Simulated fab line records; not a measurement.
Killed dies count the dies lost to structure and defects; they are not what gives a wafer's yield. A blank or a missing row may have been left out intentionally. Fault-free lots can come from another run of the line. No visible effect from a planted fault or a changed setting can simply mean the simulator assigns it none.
A struck lot beside a sound one || flow berkeley_cmos170 || 27 out of 331 route steps
Sound: these wafers, L895.2, L895.5, L895.6. Wafers L893.3, L893.4, L893.6 were the ones struck. The cause comes at the end.
Per side, at each step with rows, come the tool, then ch with its chambers, and then its first start. Under that, the readings that differ: sound wafers || struck wafers || difference of the means || sigmas: that difference in standard deviations of wafers without a fault.
alike: words and numbers the same on both sides, and readings whose means are apart by under 2 such deviations; not compared: readings that were withheld, readings missing a value for some wafer, numbers with overlapping values and no deviation given by the record, and bounds like >300 which may hide the same value.
The two part at a step that has a row with sigmas, a row that says differs or no value, or rows on one side only. Numbers that don't overlap but have no deviation are shown without sigmas and don't part them. A reading that every wafer of one side lacks parts them only if that side has two wafers or more.

first, 1 step without rows for these wafers: UCB170_PSD_IMPLANT_08.
UCB170_PSD_STRIP_09: strips in O2.
  sound on plasma_asher-03 ch 0,1, day 12 00:29; struck on plasma_asher-03 ch 0,1, day 11 14:54
  alike: drypump_motor_current_A, oes_product_au, strip_time_to_endpoint_s
  not compared: rf_hours_counter_h
UCB170_PSD_TW_MEAS_10:
  sound on film_metro-02 at day 12 00:35; struck on film_metro-01 at day 11 14:59
  alike: PSD_TW
then, 7 steps without rows for these wafers: UCB170_PSD_CLEAN_11 (cleans in SPM, time 600 s); UCB170_NSD_HMDS_00 (prime time 60 s); UCB170_NSD_COAT_01 (resist thk 900 nm); UCB170_NSD_SOFTBAKE_02 (time 60 s); UCB170_NSD_EXPOSE_03 (exposes mask NSELECT MOD, target cd 1200 nm); UCB170_NSD_PEB_04; UCB170_NSD_DEVELOP_05 (develop time 45 s).
UCB170_NSD_CD_MEAS_06: target cd 1200 nm.
  sound on cd_sem-02 at day 12 02:35; struck on cd_sem-01 at day 11 19:56
  alike: cd_nm
UCB170_NSD_OVL_MEAS_07:
  sound on overlay-02 at day 12 02:41; struck on overlay-01 at day 11 20:02
  alike: NSD_OVL
UCB170_NSD_IMPLANT_08:
  sound on implanter-01 ch 0, day 12 02:44; struck on implanter-01 ch 0, day 11 20:37
  alike: tilt_deg
UCB170_NSD_STRIP_09: strips in O2.
  sound on plasma_asher-03 ch 0,1, day 12 02:52; struck on plasma_asher-03 ch 0,1, day 11 20:52
{"reading": "oes_product_au (a.u.)", "sound": "0.532 0.539 0.531", "struck": "0.492 0.479 0.490", "difference": -0.047, "sigmas": -11}
{"reading": "strip_time_to_endpoint_s (s)", "sound": "35.73 35.88 35.84", "struck": "42.87 42.83 42.85", "difference": "+7.03", "sigmas": "+99 or more"}
  alike: drypump_motor_current_A
  not compared: rf_hours_counter_h
UCB170_NSD_TW_MEAS_10:
  sound on film_metro-01 at day 12 02:59; struck on film_metro-02 at day 11 20:56
{"reading": "NSD_TW", "sound": "4157 4167 4186", "struck": "4375 4371 4358", "difference": "+198", "sigmas": "+5"}
then, 4 steps without rows for these wafers: UCB170_NSD_CLEAN_11 (cleans in SPM, time 600 s); UCB170_BACKSIDE_HMDS_00 (prime time 60 s); UCB170_BACKSIDE_COAT_01 (resist thk 900 nm); UCB170_BACKSIDE_SOFTBAKE_02 (time 60 s).
UCB170_BACKSIDE_STRIP_03: strips in O2.
  sound on plasma_asher-03 ch 0,1, day 12 05:35; struck on plasma_asher-03 ch 0,1, day 11 21:56
  alike: drypump_motor_current_A, oes_product_au, strip_time_to_endpoint_s
  not compared: rf_hours_counter_h
then, 1 step without rows for these wafers: UCB170_BACKSIDE_CLEAN_04 (cleans in SPM, time 600 s).
UCB170_SDANNEAL_RTA_00: time 10 s.
  sound on rtp_anneal-02 ch 0, day 12 05:53; struck on rtp_anneal-01 ch 0, day 11 22:27
{"reading": "lamp_power_pct (%)", "sound": "24.3 24.3 24.3", "struck": "23.2 23.3 23.2", "difference": -1.1, "sigmas": -2}
  alike: wafer_temp_C_max
UCB170_SDANNEAL_RTA_01: time 5 s.
  sound on rtp_anneal-02 ch 0, day 12 05:57; struck on rtp_anneal-01 ch 0, day 11 22:34
  alike: lamp_power_pct, wafer_temp_C_max
UCB170_SDANNEAL_RS_MEAS_02: a four-point-probe measurement.
  sound on film_metro-01 at day 12 06:01; struck on film_metro-04 at day 11 22:43
  alike: PSD_RS
UCB170_SDANNEAL_RS_MEAS_03: a four-point-probe measurement.
  sound on film_metro-01 at day 12 06:08; struck on film_metro-04 at day 11 22:50
{"reading": "NSD_RS (ohm/sq)", "sound": "37.41 37.36 37.34", "struck": "30.18 30.17 30.15", "difference": -7.20, "sigmas": -72}
UCB170_SDANNEAL_RS_MEAS_04: a four-point-probe measurement.
  sound on film_metro-01 at day 12 06:16; struck on film_metro-04 at day 11 23:04
  alike: PLDD_RS
after that, 1 step had no rows for these wafers: UCB170_M3_PROBE_99.

## WHERE THEY PART
Earliest at UCB170_NSD_STRIP_09; latest, in this record, at UCB170_SDANNEAL_RS_MEAS_03. Later steps at which nothing parts them and some readings are alike: UCB170_SDANNEAL_RS_MEAS_04.

WHY: the cause the simulator had injected
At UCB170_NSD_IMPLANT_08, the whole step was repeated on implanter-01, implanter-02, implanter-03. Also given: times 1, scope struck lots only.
